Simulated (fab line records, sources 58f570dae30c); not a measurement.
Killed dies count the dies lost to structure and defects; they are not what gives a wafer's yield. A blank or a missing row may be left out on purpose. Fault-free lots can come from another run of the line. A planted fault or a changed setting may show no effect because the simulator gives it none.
Which tool was responsible? || flow berkeley cmos170 || Sampling: 14 lots, 42 wafers, 2 of 331 route steps

WHAT THE GAUGES SHOWED, per wafer
UCB170_V1_OVL_MEAS_13.
{"lot": "L975", "measured": "day 8 09:33", "on": "overlay-02", "V1_OVL (nm)": "0 -6 5"}
{"lot": "L974", "measured": "day 8 15:26", "on": "overlay-01", "V1_OVL (nm)": "-1 4 4"}
{"lot": "L979", "measured": "day 9 15:34", "on": "overlay-01", "V1_OVL (nm)": "-14 -3 -5"}
{"lot": "L980", "measured": "day 9 16:23", "on": "overlay-01", "V1_OVL (nm)": "5 -2 10"}
{"lot": "L982", "measured": "day 10 06:54", "on": "overlay-02", "V1_OVL (nm)": "-9 -9 -1"}
{"lot": "L985", "measured": "day 10 13:21", "on": "overlay-01", "V1_OVL (nm)": "2 1 8"}
{"lot": "L983", "measured": "day 10 14:26", "on": "overlay-01", "V1_OVL (nm)": "-2 -1 -5"}
{"lot": "L988", "measured": "day 11 02:46", "on": "overlay-02", "V1_OVL (nm)": "-1 11 2"}
{"lot": "L990", "measured": "day 11 17:08", "on": "overlay-02", "V1_OVL (nm)": "-2 1 -3"}
{"lot": "L994", "measured": "day 12 03:42", "on": "overlay-01", "V1_OVL (nm)": "1 -2 -2"}
{"lot": "L991", "measured": "day 12 05:47", "on": "overlay-01", "V1_OVL (nm)": "-10 -9 -12"}
{"lot": "L993", "measured": "day 12 05:53", "on": "overlay-02", "V1_OVL (nm)": "3 -3 -10"}
{"lot": "L995", "measured": "day 12 19:59", "on": "overlay-01", "V1_OVL (nm)": "-3 -7 -2"}
{"lot": "L997", "measured": "day 12 21:28", "on": "overlay-01", "V1_OVL (nm)": "-8 -4 -1"}

WHAT TOOL EACH LOT RAN ON (gives the tool, then ch and the chambers of the sampled wafers, and finally the start)
{"lot": "L975", "UCB170_M1_ETCH_11": "rie diel-01 ch 0,1,3, day 8 05:05"}
{"lot": "L974", "UCB170_M1_ETCH_11": "rie diel-02 ch 1,2,3, day 8 11:01"}
{"lot": "L979", "UCB170_M1_ETCH_11": "rie diel-01 ch 1,2, day 9 10:59"}
{"lot": "L980", "UCB170_M1_ETCH_11": "rie diel-03 ch 2,3, day 9 11:41"}
{"lot": "L982", "UCB170_M1_ETCH_11": "rie diel-03 ch 0,1,3, day 10 03:01"}
{"lot": "L985", "UCB170_M1_ETCH_11": "rie diel-02 ch 0,1,3, day 10 09:32"}
{"lot": "L983", "UCB170_M1_ETCH_11": "rie diel-03 ch 0,1,3, day 10 10:10"}
{"lot": "L988", "UCB170_M1_ETCH_11": "rie diel-03 ch 0,1, day 10 21:40"}
{"lot": "L990", "UCB170_M1_ETCH_11": "rie diel-01 ch 0,2,3, day 11 13:18"}
{"lot": "L994", "UCB170_M1_ETCH_11": "rie diel-01 ch 1,2,3, day 11 23:49"}
{"lot": "L991", "UCB170_M1_ETCH_11": "rie diel-02 ch 1,3, day 12 00:04"}
{"lot": "L993", "UCB170_M1_ETCH_11": "rie diel-03 ch 0,2,3, day 12 00:18"}
{"lot": "L995", "UCB170_M1_ETCH_11": "rie diel-03 ch 0,1,3, day 12 14:57"}
{"lot": "L997", "UCB170_M1_ETCH_11": "rie diel-01 ch 0,2, day 12 17:13"}
- UCB170_M1_ETCH_11: etches BARC in N2/H2.

AS READ BY THE TOOLS THEMSELVES (means over the sampled wafers that have a number; for cases with no such wafer, the mark the record gives instead)
UCB170_M1_ETCH_11.
{"lot": "L975", "tool": "rie diel-01", "chamber pressure mTorr (mTorr)": 29.991, "drypump motor current A (A)": 5.9, "n2 flow sccm (sccm)": 100.00, "oes product au (a.u.)": 1.016, "throttle valve pct (%)": 13.20}
{"lot": "L974", "tool": "rie diel-02", "chamber pressure mTorr (mTorr)": 30.016, "drypump motor current A (A)": 5.6, "n2 flow sccm (sccm)": 99.99, "oes product au (a.u.)": 0.991, "throttle valve pct (%)": 13.20}
{"lot": "L979", "tool": "rie diel-01", "chamber pressure mTorr (mTorr)": 29.988, "drypump motor current A (A)": 5.3, "n2 flow sccm (sccm)": 100.29, "oes product au (a.u.)": 0.989, "throttle valve pct (%)": 13.41}
{"lot": "L980", "tool": "rie diel-03", "chamber pressure mTorr (mTorr)": 29.996, "drypump motor current A (A)": 5.7, "n2 flow sccm (sccm)": 100.00, "oes product au (a.u.)": 0.983, "throttle valve pct (%)": 13.29}
{"lot": "L982", "tool": "rie diel-03", "chamber pressure mTorr (mTorr)": 29.976, "drypump motor current A (A)": 5.9, "n2 flow sccm (sccm)": 100.00, "oes product au (a.u.)": 0.997, "throttle valve pct (%)": 13.25}
{"lot": "L985", "tool": "rie diel-02", "chamber pressure mTorr (mTorr)": 29.998, "drypump motor current A (A)": 5.7, "n2 flow sccm (sccm)": 99.91, "oes product au (a.u.)": 0.997, "throttle valve pct (%)": 13.26}
{"lot": "L983", "tool": "rie diel-03", "chamber pressure mTorr (mTorr)": 29.983, "drypump motor current A (A)": 5.9, "n2 flow sccm (sccm)": 100.11, "oes product au (a.u.)": 0.998, "throttle valve pct (%)": 13.25}
{"lot": "L988", "tool": "rie diel-03", "chamber pressure mTorr (mTorr)": 29.998, "drypump motor current A (A)": 6.0, "n2 flow sccm (sccm)": 100.34, "oes product au (a.u.)": 1.000, "throttle valve pct (%)": 13.15}
{"lot": "L990", "tool": "rie diel-01", "chamber pressure mTorr (mTorr)": 30.020, "drypump motor current A (A)": 6.0, "n2 flow sccm (sccm)": 99.67, "oes product au (a.u.)": 0.999, "throttle valve pct (%)": 13.32}
{"lot": "L994", "tool": "rie diel-01", "chamber pressure mTorr (mTorr)": 29.972, "drypump motor current A (A)": 5.6, "n2 flow sccm (sccm)": 99.79, "oes product au (a.u.)": 1.006, "throttle valve pct (%)": 13.34}
{"lot": "L991", "tool": "rie diel-02", "chamber pressure mTorr (mTorr)": 29.993, "drypump motor current A (A)": 5.8, "n2 flow sccm (sccm)": 100.03, "oes product au (a.u.)": 0.991, "throttle valve pct (%)": 13.19}
{"lot": "L993", "tool": "rie diel-03", "chamber pressure mTorr (mTorr)": 29.988, "drypump motor current A (A)": 5.9, "n2 flow sccm (sccm)": 99.96, "oes product au (a.u.)": 0.996, "throttle valve pct (%)": 13.20}
{"lot": "L995", "tool": "rie diel-03", "chamber pressure mTorr (mTorr)": 30.009, "drypump motor current A (A)": 5.9, "n2 flow sccm (sccm)": 99.89, "oes product au (a.u.)": 0.995, "throttle valve pct (%)": 13.24}
{"lot": "L997", "tool": "rie diel-01", "chamber pressure mTorr (mTorr)": 30.000, "drypump motor current A (A)": 5.9, "n2 flow sccm (sccm)": 100.21, "oes product au (a.u.)": 1.007, "throttle valve pct (%)": 13.27}

THE ANSWER, worked out from the rows above alone
Rule: what is usual is taken from the lots themselves. Put in order of their means at a reading, lots are off if they are a third of the lots or fewer, leave a main group of 4 or more, and stand apart from it by a gap of 3 or more times the standard deviation of the main group's means; of several such gaps the widest counts. A main group whose means are all the same, to the digits that the tables above print for the reading, isn't used. Also off: a lot with no number at a reading for which 4 or more lots have one. The other lots that the step has rows for count as sound. First the gauges in route order, then the tools' own readings, where a lot's mean is used as printed above. The first step at which some lot is off is used, and at that step the reading that is off furthest; a lot without a number counts as furthest.
Nothing can be told from this: no lot is off at any reading shown.

WHAT THE SIMULATOR PUT IN
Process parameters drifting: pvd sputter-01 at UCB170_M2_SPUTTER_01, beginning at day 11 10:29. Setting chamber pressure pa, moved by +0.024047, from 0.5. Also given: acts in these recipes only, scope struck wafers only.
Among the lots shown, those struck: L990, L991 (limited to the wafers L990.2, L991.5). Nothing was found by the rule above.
